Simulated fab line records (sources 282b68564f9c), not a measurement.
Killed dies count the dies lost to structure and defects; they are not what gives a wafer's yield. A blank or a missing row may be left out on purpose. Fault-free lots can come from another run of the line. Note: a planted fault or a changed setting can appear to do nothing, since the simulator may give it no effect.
fab line records | flow rit-cmos
record: lots: 6 wafers: 18 last-day: 6
route steps=202 shown NLDD@104 PLDD@114 M1@202
lots with no fault: from the same line, run without faults
start-h: hours from the record's opening day to when the first of the lot's shown wafers began | wait-h: hours from the lot's prior step to this one | " repeats the value in the row above | L1.1+2: a single row standing in for several wafers | - either no value or no given start | * or withheld: withheld | < > ~ a bound
route shown NAME@n: names a module that has steps shown in the file, with the first one's number in the route | usual: mean/standard deviation taken from wafers without a fault | same: alike in all rows | chamber/n: place in a boat | sites: per-site readings | _std_site: the values' standard deviation | _edge_site: mean of outer sites minus mean of inner sites | radius-mm: for every site, how far away it sits from the centre of the wafer | mask NAME#n: copy n | behind: the last tool/chamber to shape the wafer | hold: the reason the lot was held/the length of the hold in hours/how it ended | device: transistor that didn't switch, given as n, p or np | end of line: the route-end tests of the same wafers | for a step that has no rows: nothing shown but its recipe | killed: at the first sort, the dies lost to defects and structure; wafer yield is something else | map: shows each die of a wafer: x if killed, . if not, _ if none is there
set.NAME: the setting the step ran with; set.NAME@STEP: the setting that earlier step ran with | model.NAME: the simulator's own value behind a step, which no gauge read
lots seen at some steps along the route; tables by step, rows by wafer
services: when a tool's chamber went out of use (start-h, in hours from the record's first day, below 0 if earlier), for how many hours, and the reason
== steps ==
step: RIT_NLDD_COAT_01
recipe: resist: NOVOLAK spin-rpm: 3250 resist-thk-nm: 1000
step: RIT_NLDD_SOFTBAKE_02
recipe: resist: NOVOLAK temp-c: 90 time-s: 60
step: RIT_NLDD_EXPOSE_03
recipe: mask-id: M7 na: 0.57 target-cd-nm: 40700 dose-mj: 250
step: RIT_NLDD_PEB_04
recipe: resist: NOVOLAK temp-c: withheld time-s: withheld
step: RIT_NLDD_DEVELOP_05
recipe: resist: NOVOLAK develop-time-s: 50 dev-temp-c: 23
step: RIT_NLDD_OVL_MEAS_06
usual: NLDD_OVL: 1.4/1.3
columns lot.wafer tool chamber start-h wait-h NLDD_OVL[nm]
L892.1 overlay-01 - 57.12 - 2.4
L892.3 " - " " 2.2
L892.6 " - " " 0.0
L895.3 overlay-01 - 73.12 - -0.3
L895.5 " - " " 0.9
L895.6 " - " " -0.5
L898.1 overlay-02 - 93.73 - 1.1
L898.3 " - " " 1.0
L898.4 " - " " -0.5
L904.1 overlay-02 - 119.61 - 3.4
L904.4 " - " " 0.2
L904.6 " - " " 2.9
L905.2 overlay-01 - 123.38 - 3.9
L905.4 " - " " 4.1
L905.5 " - " " 3.6
L906.2 overlay-01 - 131.27 - 2.1
L906.5 " - " " 2.2
L906.6 " - " " 1.4
step: RIT_NLDD_HARDBAKE_07
recipe: resist: NOVOLAK temp-c: 140 time-s: 60
step: RIT_NLDD_IMPLANT_08
recipe: species: P energy-kev: 20 dose-cm2: 5e+14 tilt-deg: 7
step: RIT_NLDD_STRIP_09
recipe: chemistry: O2 time-s: 180 resist: NOVOLAK platen-temp-c: withheld power-w: 500 pressure-mtorr: 4000 o2-flow-sccm: 4000
usual: drypump-motor-current-A: 5.8/0.32
columns lot.wafer tool chamber start-h wait-h drypump-motor-current-A rf-hours-counter-h
L892.1 plasma-asher-03 0 57.46 0.1 5.5 38
L892.3 " 0 " " 5.5 -
L892.6 " 1 " " 5.2 -
L895.3 plasma-asher-02 1 73.50 0.1 5.9 -
L895.5 " 0 " " 5.9 -
L895.6 " 1 " " 5.9 -
L898.1 plasma-asher-04 0 94.07 0.1 5.7 45
L898.3 " 0 " " 5.7 -
L898.4 " 1 " " 6.3 -
L904.1 plasma-asher-04 1 119.94 0.1 6.2 0
L904.4 " 0 " " 5.7 -
L904.6 " 1 " " 6.2 -
L905.2 plasma-asher-04 0 123.71 0.1 5.8 1
L905.4 " 1 " " 6.2 -
L905.5 " 0 " " 5.8 -
L906.2 plasma-asher-04 1 131.60 0.1 6.2 1
L906.5 " 0 " " 5.7 -
L906.6 " 1 " " 6.2 -
step: RIT_NLDD_TW_MEAS_10
usual: NLDD_TW: 2479/22
columns lot.wafer tool chamber start-h wait-h NLDD_TW
L892.1 film-metro-03 - 57.63 0.1 2444
L892.3 " - " " 2448
L892.6 " - " " 2457
L895.3 film-metro-04 - 73.64 0.1 2503
L895.5 " - " " 2506
L895.6 " - " " 2513
L898.1 film-metro-04 - 94.25 0.1 2494
L898.3 " - " " 2510
L898.4 " - " " 2501
L904.1 film-metro-04 - 120.12 0.1 2480
L904.4 " - " " 2457
L904.6 " - " " 2474
L905.2 film-metro-04 - 123.90 0.1 2470
L905.4 " - " " 2476
L905.5 " - " " 2463
L906.2 film-metro-03 - 131.79 0.1 2442
L906.5 " - " " 2434
L906.6 " - " " 2461
step: RIT_PLDD_HMDS_00
recipe: prime-time-s: 60 prime-temp-c: 140
step: RIT_PLDD_COAT_01
recipe: resist: NOVOLAK spin-rpm: 3250 resist-thk-nm: 1000
step: RIT_PLDD_SOFTBAKE_02
recipe: resist: NOVOLAK temp-c: 90 time-s: 60
usual: run-length-s: 88.97/0.14
columns lot.wafer tool chamber start-h wait-h run-length-s
L892.1 litho-track-02 0 57.99 0.1 88.87
L892.3 " 0 " " 88.87
L892.6 " 0 " " 88.88
L895.3 litho-track-02 0 74.03 0.1 88.98
L895.5 " 0 " " 89.13
L895.6 " 0 " " 89.07
L898.1 litho-track-03 0 94.61 0.1 89.21
L898.3 " 0 " " 89.32
L898.4 " 0 " " 89.22
L904.1 litho-track-03 0 120.48 0.1 97.32
L904.4 " 0 " " 97.46
L904.6 " 0 " " 97.22
L905.2 litho-track-04 0 124.27 0.1 88.75
L905.4 " 0 " " 88.88
L905.5 " 0 " " 88.94
L906.2 litho-track-03 0 132.33 0.1 97.18
L906.5 " 0 " " 97.31
L906.6 " 0 " " 97.46
step: RIT_PLDD_EXPOSE_03
recipe: mask-id: M8 na: 0.57 target-cd-nm: 40900 dose-mj: 250
step: RIT_M1_PROBE_99
usual: killed-at-contacts: 0.1/0.3 killed-at-front-end: 6.9/2.9 killed-dies: 7.0/2.9 killed-on-rim: 1.8/1.4 killed-open: 3.3/2 killed-short: 3.7/2
same: gross-dies: 264 killed_at_M0_to_M3: 0 killed_at_M4_up: 0 killed-at-back-side: 0 killed-at-other: 0
columns lot.wafer tool chamber start-h wait-h killed-at-contacts killed-at-front-end killed-dies killed-on-rim killed-open killed-short
L892.1 prober-02 - 72.64 0.1 0 6 6 2 4 2
L892.3 prober-02 - 72.74 0.2 0 7 7 2 7 0
L892.6 prober-02 - 72.89 0.2 0 12 12 1 7 5
L895.3 prober-01 - 88.58 0.2 0 2 2 2 0 2
L895.5 prober-01 - 88.68 0.2 0 6 6 1 1 5
L895.6 prober-01 - 88.73 0.2 0 5 5 2 2 3
L898.1 prober-02 - 109.37 0.1 0 5 5 1 2 3
L898.3 prober-02 - 109.47 0.2 0 4 4 0 3 1
L898.4 prober-02 - 109.52 0.2 0 12 12 0 5 7
L904.1 prober-01 - 135.41 0.1 0 7 7 3 2 5
L904.4 prober-01 - 135.56 0.2 0 3 3 1 1 2
L904.6 prober-01 - 135.66 0.2 0 7 7 1 5 2
L905.2 prober-02 - 139.83 0.1 0 8 8 1 3 5
L905.4 prober-02 - 139.93 0.2 0 6 6 1 2 4
L905.5 prober-02 - 139.98 0.2 1 1 2 0 1 1
L906.2 prober-01 - 147.88 0.1 0 6 6 1 4 2
L906.5 prober-01 - 148.03 0.2 0 7 7 2 5 2
L906.6 prober-01 - 148.08 0.2 0 8 8 2 4 4
killed by level:class
L892.1 FOX1:geometric-particle:short=2 GATE:geometric-particle:open=2 FOX1:geometric-particle:open=1 SPACER:geometric-particle:open=1
L892.3 GATE:geometric-particle:open=4 FOX2:geometric-particle:open=2 SILICIDE:geometric-particle:open=1
L892.6 REOX:geometric-particle:open=3 GATE:geometric-particle:short=2 SPACER:geometric-particle:open=2 FOX1:geometric-particle:open=1 FOX2:geometric-particle:short=1 SPACER:geometric-particle:short=1 SILICIDE:geometric-particle:open=1 SILICIDE:geometric-particle:short=1
L895.3 FOX2:geometric-particle:short=1 SPACER:geometric-particle:short=1
L895.5 REOX:geometric-particle:short=2 SILICIDE:geometric-particle:short=2 FOX1:geometric-particle:short=1 FOX1:geometric-particle:open=1
L895.6 FOX1:geometric-particle:short=2 FOX2:geometric-particle:open=1 REOX:geometric-particle:open=1 SILICIDE:geometric-particle:short=1
L898.1 GATE:geometric-particle:short=2 FOX2:geometric-particle:short=1 GATE:geometric-particle:open=1 REOX:geometric-particle:open=1
L898.3 SILICIDE:geometric-particle:open=2 GATE:geometric-particle:open=1 REOX:geometric-particle:short=1
L898.4 SILICIDE:geometric-particle:short=4 GATE:geometric-particle:open=2 GATE:geometric-particle:short=2 FOX1:geometric-particle:open=1 FOX2:geometric-particle:short=1 REOX:geometric-particle:open=1 SILICIDE:geometric-particle:open=1
L904.1 GATE:geometric-particle:short=2 SPACER:geometric-particle:short=2 FOX1:geometric-particle:short=1 REOX:geometric-particle:open=1 SPACER:geometric-particle:open=1
L904.4 FOX1:geometric-particle:open=1 GATE:geometric-particle:short=1 REOX:geometric-particle:short=1
L904.6 SPACER:geometric-particle:open=2 FOX1:geometric-particle:short=1 FOX1:geometric-particle:open=1 GATE:geometric-particle:short=1 REOX:geometric-particle:open=1 SILICIDE:geometric-particle:open=1
L905.2 GATE:geometric-particle:short=2 FOX1:geometric-particle:open=1 FOX2:geometric-particle:short=1 FOX2:geometric-particle:open=1 GATE:geometric-particle:open=1 SPACER:geometric-particle:short=1 SILICIDE:geometric-particle:short=1
L905.4 GATE:geometric-particle:short=2 FOX2:geometric-particle:short=1 FOX2:geometric-particle:open=1 SILICIDE:geometric-particle:short=1 SILICIDE:geometric-particle:open=1
L905.5 FOX2:geometric-particle:short=1 CONTACT:geometric-particle:open=1
L906.2 FOX2:geometric-particle:open=2 FOX2:geometric-particle:short=1 GATE:geometric-particle:open=1 SPACER:geometric-particle:short=1 SPACER:geometric-particle:open=1
L906.5 GATE:geometric-particle:open=2 SILICIDE:geometric-particle:open=2 REOX:geometric-particle:open=1 SPACER:geometric-particle:short=1 SILICIDE:geometric-particle:short=1
L906.6 FOX2:geometric-particle:short=3 SILICIDE:geometric-particle:open=3 FOX2:geometric-particle:open=1 REOX:geometric-particle:short=1
== services ==
columns tool chamber start-h hours kind
plasma-asher-04 - 43.96 1.8 repair
plasma-asher-02 - 46.64 0.4 repair
plasma-asher-04 - 100.62 2.8 pm
plasma-asher-02 - 103.31 2.4 repair
plasma-asher-04 - 108.75 9.0 pm
plasma-asher-04 0 108.75 9.0 vent-cycle
plasma-asher-04 1 108.75 9.0 vent-cycle
plasma-asher-04 0 117.75 - clean
plasma-asher-04 1 117.75 - clean
plasma-asher-04 - 126.64 2.2 repair
== key ==
first-sign: step: RIT_PLDD_SOFTBAKE_02 reading: run-length-s direction: up sigmas: 60 usual: * struck: *
effect none on later readings
met-at RIT_PLDD_SOFTBAKE_02
struck-wafers L904.1,L904.4,L904.6,L906.2,L906.5,L906.6
tester-left-out L904,L906
onset-between 94.61 120.48
fault: kind: process-parameter-drift tool: litho-track-03 chamber: - onset-h: 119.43 steps: RIT_PLDD_SOFTBAKE_02 channel: time-s offset: * shape: step end-h: 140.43 acts-in: * stated: *
tester-left-out: of these lots the tester's yield and bins aren't shown, on N5 and GAA mostly nor the transistor test; their killed dies are dies lost to structure and defects alone, not to doping, threshold or leakage, so they don't give the yield
